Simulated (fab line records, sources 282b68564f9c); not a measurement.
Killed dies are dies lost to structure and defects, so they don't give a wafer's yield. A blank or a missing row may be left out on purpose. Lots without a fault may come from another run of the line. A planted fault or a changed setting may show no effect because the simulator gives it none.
A struck lot beside a sound one | flow rit_cmos | 18 steps out of a route of 202
Sound: wafers L664.2, L664.4, L664.5. Struck: wafers L669.2, L669.5, L669.6. The cause comes at the end.
At each step with rows: each side's tool, then ch and its chambers, then its first start. Under that, the readings that differ: sound wafers | struck wafers | difference of the means | sigmas: that difference in standard deviations of wafers without a fault.
alike: readings whose means differ by less than 2 such deviations, and words and numbers that are the same on both sides. not compared: withheld readings, readings that some wafer has no value for, bounds like >300 that may hide the same value, and numbers for which the record gives no deviation and whose values overlap.
The two part at a step that has a row with sigmas, a row that says differs or no value, or rows on one side only. Numbers that don't overlap but have no deviation are shown without sigmas and don't part them. A reading that every wafer of one side lacks parts them only if that side has two wafers or more.

first, 1 step without rows for these wafers: RIT_PWELL_DEVELOP_05 (develop time 71.04 s).
RIT_PWELL_OVL_MEAS_06:
  sound on overlay-02, day 3 06:34; struck on overlay-01, day 4 08:42
  alike: PWELL_OVL
then, 2 steps without rows for these wafers: RIT_PWELL_HARDBAKE_07 (time 120 s); RIT_PWELL_IMPLANT_08.
RIT_PWELL_STRIP_09: strips in O2, time 180 s.
  sound on plasma_asher-03 ch 0,1, day 3 07:00; struck on plasma_asher-02 ch 0,1, day 4 09:08
  alike: drypump_motor_current_A, rf_refl_power_W
  not compared: rf_hours_counter_h
RIT_PWELL_TW_MEAS_10:
  sound on film_metro-01, day 3 07:11; struck on film_metro-01, day 4 09:19
  alike: PWELL_TW
then, 1 step without rows for these wafers: RIT_WELLDRIVE_ANNEAL_00 (time 14700 s).
RIT_WELLDRIVE_RS_MEAS_01: measures by four-point-probe.
  sound on film_metro-03, day 3 14:32; struck on film_metro-01, day 4 15:06
  reading           | sound             | struck            | difference | sigmas
  NWELL_RS (ohm/sq) | 276.5 277.1 277.5 | 281.1 281.4 280.8 | +4.1       | +3
RIT_WELLDRIVE_RS_MEAS_02: measures by four-point-probe.
  sound on film_metro-03, day 3 14:40; struck on film_metro-01, day 4 15:13
  reading           | sound             | struck            | difference | sigmas
  PWELL_RS (ohm/sq) | 428.6 429.9 428.3 | 431.5 431.4 432.8 | +3.0       | +2
then, 3 steps without rows for these wafers: RIT_NRETRO_HMDS_00 (prime time 60 s); RIT_NRETRO_COAT_01 (resist thk 1300 nm); RIT_NRETRO_SOFTBAKE_02 (time 60 s).
RIT_NRETRO_EXPOSE_03: exposes mask M4, target cd 43900 nm.
  sound on iline_stepper-02 ch 0, day 3 15:14; struck on iline_stepper-02 ch 0, day 4 15:47
  reading                        | sound                | struck         | difference | sigmas
  model.NRETRO.overlay_x_nm (nm) | 0.4684 0.4684 0.4684 | -181 -181 -181 | -181       |
  alike: mask
then, 2 steps without rows for these wafers: RIT_NRETRO_PEB_04; RIT_NRETRO_DEVELOP_05 (develop time 68 s).
RIT_NRETRO_OVL_MEAS_06:
  sound on overlay-02, day 3 15:39; struck on overlay-01, day 4 16:13
  reading         | sound         | struck               | difference | sigmas
  NRETRO_OVL (nm) | -1.9 1.6 -0.4 | -179.4 -180.4 -180.3 | -179.8     | -99 or more
then, 1 step without rows for these wafers: RIT_NRETRO_HARDBAKE_07 (time 120 s).
RIT_M1_PROBE_99:
  sound on prober-01, day 5 03:01; struck on prober-01, day 5 23:23
  reading                                    | sound                | struck               | difference | sigmas
  model.etest.retro_edge_pmos.off_log10_a_um | -10.13 -10.55 -10.45 | -9.321 -9.175 -9.409 | +1.075     |
  model.etest.retro_edge_nmos.off_log10_a_um | -9.789 -10.05 -9.969 | -8.908 -8.897 -9.121 | +0.961     |
  alike: killed_at_contacts, killed_at_front_end, killed_dies, killed_open, killed_short

WHERE THEY PART
First at RIT_WELLDRIVE_RS_MEAS_01; last, within this record, at RIT_NRETRO_OVL_MEAS_06. Later steps at which nothing parts them and some readings are alike: RIT_M1_PROBE_99.

WHY: what the simulator had put in
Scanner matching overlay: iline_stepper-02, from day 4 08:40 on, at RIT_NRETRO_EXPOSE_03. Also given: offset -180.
